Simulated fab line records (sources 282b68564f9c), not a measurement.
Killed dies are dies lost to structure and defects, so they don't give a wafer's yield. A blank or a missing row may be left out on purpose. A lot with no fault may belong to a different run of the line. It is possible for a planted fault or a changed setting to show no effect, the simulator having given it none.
Comparing a struck lot with a sound one | flow rit_cmos | 18 out of 202 route steps
Sound: these wafers, L270.3, L270.4, L270.5. Struck: wafers L286.1, L286.2, L286.4. Last of all comes the cause.
Each step with rows lists, per side, the tool, then ch with its chambers, then its first start. Under that, the readings that differ: sound wafers | struck wafers | difference of the means | sigmas: that difference in standard deviations of wafers without a fault.
alike: same words and numbers on both sides, and readings whose means sit less than 2 such deviations apart. not compared: any withheld reading, any reading some wafer has no value for, any bound like >300 that may hide the same value, and any number with overlapping values for which the record gives no deviation.
A row with sigmas, a row that says differs or no value, or rows on one side alone: a step with any of these is where the two part. Numbers that have no deviation but don't overlap get no sigmas and don't part them. A reading that every wafer of one side lacks parts them only if that side has two wafers or more.

RIT_M1_SPUTTER_00: material Al, target thk 400 nm, time 500 s.
  struck on pvd_sputter-02, day 6 17:41; sound on pvd_sputter-04, day 3 10:26
  alike: cathode_dc_power_W, throttle_valve_pct
RIT_M1_RS_MEAS_01: measures by four-point-probe.
  struck on film_metro-01, day 6 17:59; sound on film_metro-03, day 3 10:46
  alike: M1_AL_RS
RIT_M1_THK_MEAS_02: measures by xrf.
  struck on film_metro-01, day 6 18:07; sound on film_metro-03, day 3 10:52
  alike: M1_AL_THK
then, 6 steps without rows for these wafers: RIT_M1_HMDS_03 (prime time 60 s); RIT_M1_COAT_04 (resist thk 1300 nm); RIT_M1_SOFTBAKE_05 (time 60 s); RIT_M1_EXPOSE_06 (exposes mask M12, target cd 2600 nm); RIT_M1_PEB_07; RIT_M1_DEVELOP_08 (develop time 68 s).
RIT_M1_CD_MEAS_09 targets a cd of 2600 nm.
  struck on cd_sem-01, day 6 19:10; sound on cd_sem-01, day 3 11:50
  alike: cd_nm
RIT_M1_OVL_MEAS_10:
  struck on overlay-01, day 6 19:17; sound on overlay-02, day 3 11:56
  alike: M1_OVL
then, 1 step without rows for these wafers: RIT_M1_HARDBAKE_11 (time 120 s).
RIT_M1_METAL_ETCH_12: etches Al in Cl2/BCl3, stops on SiO2, time 165 s, target depth 600 nm.
  sound on rie_metal-01 ch 0,1, day 3 12:15; struck on rie_metal-03 ch 0,1, day 6 19:35
  reading                                 | sound             | struck            | difference | sigmas
  oes_product_au (a.u.)                   | 0.788 0.759 0.797 | 0.982 0.996 0.996 | +0.210     | +16
  run_length_s (s)                        | 192.8 194.3 193.0 | 94.1 94.0 94.1    | -99.3      | -99 or more
  model.NOVOLAK_of_M1_COAT_04.thk_nm (nm) | 813.2 797.4 820.5 | 1004 1003 1003    | +193       |
  model.M1.feature_depth_nm (nm)          | 431.8 428.2 432.8 | 231.8 237.8 237.9 | -195.1     |
  model.etch.depth_nm (nm)                | 400.3 394.7 401.7 | 231.8 237.8 237.9 | -163.1     |
  alike: chamber_pressure_mTorr, drypump_motor_current_A, throttle_valve_pct
  not compared: rf_hours_counter_h
then, 1 step without rows for these wafers: RIT_M1_STRIP_13 (strips in nmp, time 600 s).
RIT_M1_STRIP_14: strips in O2, time 180 s.
  sound on plasma_asher-04 ch 0,1, day 3 12:36; struck on plasma_asher-02 ch 0,1, day 6 19:56
  alike: chamber_pressure_mTorr, drypump_motor_current_A
  not compared: rf_hours_counter_h
RIT_M1_CD_MEAS_90 targets a cd of 2600 nm.
  struck on cd_sem-02, day 6 20:07; sound on cd_sem-01, day 3 12:45
  reading    | sound                | struck               | difference | sigmas
  cd_nm (nm) | 2606.0 2604.8 2603.3 | 2615.3 2615.3 2616.1 | +10.9      | +4
then, 1 step without rows for these wafers: RIT_M1_ANNEAL_15 (time 1800 s).
RIT_M1_PROBE_99:
  struck on prober-02, day 6 21:51; sound on prober-01, day 3 17:26
  reading                                    | sound             | struck           | difference | sigmas
  defect_limited_yield (%)                   | 96.2 96.2 95.5    | 0 0 0            | -96        | -87
  killed_at_M0_to_M3                         | 0 0 0             | 260 259 259      | +259       | +99 or more
  killed_at_front_end                        | 9 10 12           | 3 5 5            | -6         | -2
  killed_dies                                | 10 10 12          | 264 264 264      | +253       | +84
  killed_on_rim                              | 3 3 6             | 70 70 70         | +66        | +47
  sort_bin_3_pad_short (%)                   | 0 0.8 0.4         | 0 0 0            | +0         | -2
  sort_bin_5_function (%)                    | 3.0 1.9 3.4       | 100.0 98.5 100.0 | +96.7      | +99 or more
  sort_n_pass                                | 254.0 254.0 252.0 | 0 0 0            | -253       | -84
  sort_yield_pct (%)                         | 96.2 96.2 95.5    | 0 0 0            | -96        | -87
  model.etest.tester.sort_n_pass             | 254 254 252       | 0 0 0            | -253       |
  model.etest.tester.sort_yield_pct (%)      | 96.21 96.21 95.45 | 0 0 0            | -96        |
  model.etest.tester.sort_bin_5_pct (%)      | 3.03 1.894 3.409  | 100 98.48 100    | +97        |
  model.etest.diode_nplus_comb.short         | 0 0 0             | 1 1 1            | +1         |
  model.etest.vpnp.short                     | 0 0 0             | 1 1 1            | +1         |
  model.etest.retro_edge_nmos.over_limit     | 0 0 0             | 1 1 1            | +1         |
  model.etest.select_edge_diode_p.over_limit | 0 0 0             | 1 1 1            | +1         |
  model.etest.diode_nplus_pwell.short        | 0 0 0             | 1 1 1            | +1         |
  alike: killed_at_contacts, killed_open, killed_short, sort_bin_6_memory

== WHERE THEY PART ==
Last at RIT_M1_PROBE_99 as far as this record goes, first at RIT_M1_METAL_ETCH_12.

WHY: what had been put in by the simulator
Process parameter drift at RIT_M1_METAL_ETCH_12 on rie_metal-03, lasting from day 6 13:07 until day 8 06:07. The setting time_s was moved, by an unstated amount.
